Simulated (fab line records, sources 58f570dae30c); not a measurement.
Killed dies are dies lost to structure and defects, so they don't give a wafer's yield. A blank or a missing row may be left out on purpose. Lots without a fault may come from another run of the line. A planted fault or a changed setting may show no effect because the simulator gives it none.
Which tool did it? | flow berkeley_cmos170 | 14 lots, 41 wafers sampled, at 6 steps of a route of 331

WHAT THE GAUGES READ, wafer by wafer
UCB170_CONTACT_THK_MEAS_02.
lot  | measured     | on            | CONTACT_PSG_THK (nm)
L125 | day 7 05:29  | film_metro-03 | 700 698 698
L127 | day 7 16:46  | film_metro-03 | 692 695 691
L126 | day 7 20:51  | film_metro-04 | 701 700 697
L129 | day 8 04:09  | film_metro-03 | 706 699 704
L128 | day 8 04:43  | film_metro-02 | 706 699 698
L131 | day 8 21:11  | film_metro-03 | 692 691 687
L130 | day 8 23:30  | film_metro-02 | 708 705 704
L132 | day 9 01:17  | film_metro-03 | 695 696 696
L134 | day 9 04:02  | film_metro-04 | 699 706 695
L133 | day 9 05:50  | film_metro-02 | 691 697 699
L143 | day 10 11:10 | film_metro-02 | 701 700
L144 | day 11 01:26 | film_metro-04 | 713 715 712
L148 | day 11 06:39 | film_metro-03 | 696 697 705
L147 | day 11 06:40 | film_metro-02 | 711 705 703

UCB170_M2_RS_MEAS_02: measures by four-point-probe.
lot  | measured     | on            | M2_AL_RS (ohm/sq)
L125 | day 7 17:30  | film_metro-01 | 0.0316 0.0314 0.0316
L127 | day 8 03:25  | film_metro-03 | 0.0320 0.0316 0.0319
L126 | day 8 09:40  | film_metro-04 | 0.0322 0.0323 0.0322
L129 | day 8 16:22  | film_metro-04 | 0.0317 0.0318 0.0322
L128 | day 8 16:30  | film_metro-03 | 0.0316 0.0317 0.0316
L131 | day 9 11:40  | film_metro-04 | 0.0316 0.0317 0.0316
L130 | day 9 12:31  | film_metro-01 | 0.0320 0.0322 0.0316
L132 | day 9 12:38  | film_metro-03 | 0.0321 0.0321 0.0321
L134 | day 9 17:21  | film_metro-01 | 0.0320 0.0318 0.0316
L133 | day 9 17:32  | film_metro-03 | 0.0313 0.0319 0.0314
L143 | day 11 01:05 | film_metro-03 | 0.0323 0.0519 0.0322 0.0520
L144 | day 11 11:39 | film_metro-01 | 0.0527 0.0323 0.0530 0.0526 0.0324 0.0531
L148 | day 11 19:53 | film_metro-03 | 0.0312 0.0321 0.0320
L147 | day 11 20:46 | film_metro-01 | 0.0320 0.0320 0.0318

UCB170_M2_THK_MEAS_03: measures by xrf.
lot  | measured     | on            | M2_AL_THK (nm)
L125 | day 7 17:37  | film_metro-01 | 921 923 916
L127 | day 8 03:31  | film_metro-03 | 901 912 896
L126 | day 8 09:47  | film_metro-04 | 886 892 894
L129 | day 8 16:29  | film_metro-04 | 909 904 900
L128 | day 8 16:37  | film_metro-03 | 911 909 903
L131 | day 9 11:47  | film_metro-04 | 911 910 919
L130 | day 9 12:38  | film_metro-01 | 903 894 916
L132 | day 9 12:45  | film_metro-03 | 889 894 891
L134 | day 9 17:28  | film_metro-01 | 906 908 919
L133 | day 9 17:38  | film_metro-03 | 914 892 917
L143 | day 11 07:36 | film_metro-03 | 889 556 888 555
L144 | day 11 17:19 | film_metro-01 | 557 892 553 554 900 550
L148 | day 11 20:00 | film_metro-03 | 914 893 894
L147 | day 11 20:52 | film_metro-01 | 908 908 906

WHICH TOOL RAN EACH LOT (tool, then ch and the chambers of the sampled wafers, then the start)
lot  | UCB170_CONTACT_STRIP_06              | UCB170_CONTACT_RTA_08            | UCB170_M2_SPUTTER_01
L125 | plasma_asher-03 ch 0,1, day 7 05:59  | rtp_anneal-01 ch 0, day 7 06:44  | pvd_sputter-04, day 7 17:25
L127 | plasma_asher-03 ch 0,1, day 7 17:16  | rtp_anneal-01 ch 0, day 7 17:33  | pvd_sputter-03, day 8 03:19
L126 | plasma_asher-03 ch 0,1, day 7 21:39  | rtp_anneal-01 ch 0, day 7 21:56  | pvd_sputter-04, day 8 09:34
L129 | plasma_asher-03 ch 0,1, day 8 04:40  | rtp_anneal-02 ch 0, day 8 06:33  | pvd_sputter-03, day 8 16:16
L128 | plasma_asher-02 ch 0,1, day 8 05:13  | rtp_anneal-01 ch 0, day 8 06:34  | pvd_sputter-04, day 8 16:23
L131 | plasma_asher-02 ch 0,1, day 8 21:55  | rtp_anneal-02 ch 0, day 8 22:50  | pvd_sputter-04, day 9 11:35
L130 | plasma_asher-03 ch 0,1, day 9 00:29  | rtp_anneal-02 ch 0, day 9 00:47  | pvd_sputter-03, day 9 12:26
L132 | plasma_asher-03 ch 0,1, day 9 02:07  | rtp_anneal-02 ch 0, day 9 02:23  | pvd_sputter-01, day 9 12:33
L134 | plasma_asher-03 ch 0,1, day 9 04:41  | rtp_anneal-02 ch 0, day 9 04:59  | pvd_sputter-04, day 9 17:16
L133 | plasma_asher-03 ch 0,1, day 9 06:25  | rtp_anneal-01 ch 0, day 9 06:50  | pvd_sputter-03, day 9 17:26
L143 | plasma_asher-02 ch 1, day 10 12:03   | rtp_anneal-02 ch 0, day 10 12:26 | pvd_sputter-03, day 11 00:59
L144 | plasma_asher-03 ch 0,1, day 11 01:56 | rtp_anneal-02 ch 0, day 11 02:27 | pvd_sputter-03, day 11 11:34
L148 | plasma_asher-02 ch 0,1, day 11 07:09 | rtp_anneal-02 ch 0, day 11 08:03 | pvd_sputter-04, day 11 19:47
L147 | plasma_asher-03 ch 0,1, day 11 07:11 | rtp_anneal-01 ch 0, day 11 08:07 | pvd_sputter-01, day 11 20:39
- UCB170_CONTACT_STRIP_06: strips in O2.
- UCB170_CONTACT_RTA_08: time 10 s.
- UCB170_M2_SPUTTER_01: material Al, target thk 900 nm, time 120 s.

WHAT THE TOOLS THEMSELVES READ (means of the sampled wafers that have a number; where no wafer has one, the mark that the record gives instead)
UCB170_CONTACT_STRIP_06.
lot  | tool            | drypump_motor_current_A (A) | oes_product_au (a.u.) | strip_time_to_endpoint_s (s)
L125 | plasma_asher-03 | 6.15                        | 0.731                 | 21.86
L127 | plasma_asher-03 | 6.14                        | 0.732                 | 22.08
L126 | plasma_asher-03 | 5.93                        | 0.731                 | 21.92
L129 | plasma_asher-03 | 6.13                        | 0.735                 | 21.88
L128 | plasma_asher-02 | 5.95                        | 0.735                 | 21.95
L131 | plasma_asher-02 | 5.94                        | 0.733                 | 21.89
L130 | plasma_asher-03 | 6.14                        | 0.735                 | 21.91
L132 | plasma_asher-03 | 5.94                        | 0.733                 | 21.96
L134 | plasma_asher-03 | 5.93                        | 0.730                 | 21.91
L133 | plasma_asher-03 | 6.14                        | 0.733                 | 21.95
L143 | plasma_asher-02 | 5.94                        | 0.738                 | 21.95
L144 | plasma_asher-03 | 5.94                        | 0.733                 | 21.94
L148 | plasma_asher-02 | 5.96                        | 0.736                 | 22.01
L147 | plasma_asher-03 | 5.92                        | 0.735                 | 21.90

UCB170_CONTACT_RTA_08.
lot  | tool          | lamp_power_pct (%) | wafer_temp_C_max
L125 | rtp_anneal-01 | 22.5               | 905.3
L127 | rtp_anneal-01 | 22.5               | 904.9
L126 | rtp_anneal-01 | 22.5               | 905.3
L129 | rtp_anneal-02 | 19.7               | 907.9
L128 | rtp_anneal-01 | 22.5               | 905.0
L131 | rtp_anneal-02 | 19.7               | 906.4
L130 | rtp_anneal-02 | 19.7               | 906.3
L132 | rtp_anneal-02 | 19.7               | 905.6
L134 | rtp_anneal-02 | 19.7               | 906.2
L133 | rtp_anneal-01 | 22.5               | 905.5
L143 | rtp_anneal-02 | 19.7               | 907.6
L144 | rtp_anneal-02 | 19.7               | 905.7
L148 | rtp_anneal-02 | 19.7               | 907.1
L147 | rtp_anneal-01 | 22.5               | 904.3

UCB170_M2_SPUTTER_01.
lot  | tool           | throttle_valve_pct (%)
L125 | pvd_sputter-04 | 30.2
L127 | pvd_sputter-03 | 30.6
L126 | pvd_sputter-04 | 30.1
L129 | pvd_sputter-03 | 30.5
L128 | pvd_sputter-04 | 29.2
L131 | pvd_sputter-04 | 29.7
L130 | pvd_sputter-03 | 29.7
L132 | pvd_sputter-01 | 30.5
L134 | pvd_sputter-04 | 29.8
L133 | pvd_sputter-03 | 29.6
L143 | pvd_sputter-03 | 30.1
L144 | pvd_sputter-03 | 30.2
L148 | pvd_sputter-04 | 29.8
L147 | pvd_sputter-01 | 30.3

THE ANSWER, worked out from the rows above alone
Rule: what is usual is taken from the lots themselves. Put in order of their means at a reading, lots are off if they are a third of the lots or fewer, leave a main group of 4 or more, and stand apart from it by a gap of 3 or more times the standard deviation of the main group's means; of several such gaps the widest counts. A main group whose means are all the same, to the digits that the tables above print for the reading, isn't used. A lot without any number at a reading at which 4 lots or more have one is off too. The other lots that the step has rows for count as sound. The gauges are gone through in route order, then the tools' own readings, and for those a lot's mean is taken as printed above. The first step at which some lot is off is used, and at that step the reading that is off furthest; a lot without a number counts as furthest.
Off: L143, L144, at UCB170_M2_RS_MEAS_02 (M2_AL_RS). The main group: mean 0.0318 ohm/sq, standard deviation 0.00021.
A tool fits if, at a process step before that reading, it ran every lot that is off, and no sound lot after the first of them. The gauges at UCB170_M2_RS_MEAS_02 are tried like those tools. One fits: pvd_sputter-03 at UCB170_M2_SPUTTER_01. Its last sound lot is L133 (day 9 17:26), its first lot that is off L143 (day 11 00:59): a fault that began between those two fits.

WHAT THE SIMULATOR HAD PUT IN
Process parameter drift: pvd_sputter-03, from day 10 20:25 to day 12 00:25, at UCB170_M2_SPUTTER_01. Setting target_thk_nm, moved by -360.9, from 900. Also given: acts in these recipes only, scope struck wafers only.
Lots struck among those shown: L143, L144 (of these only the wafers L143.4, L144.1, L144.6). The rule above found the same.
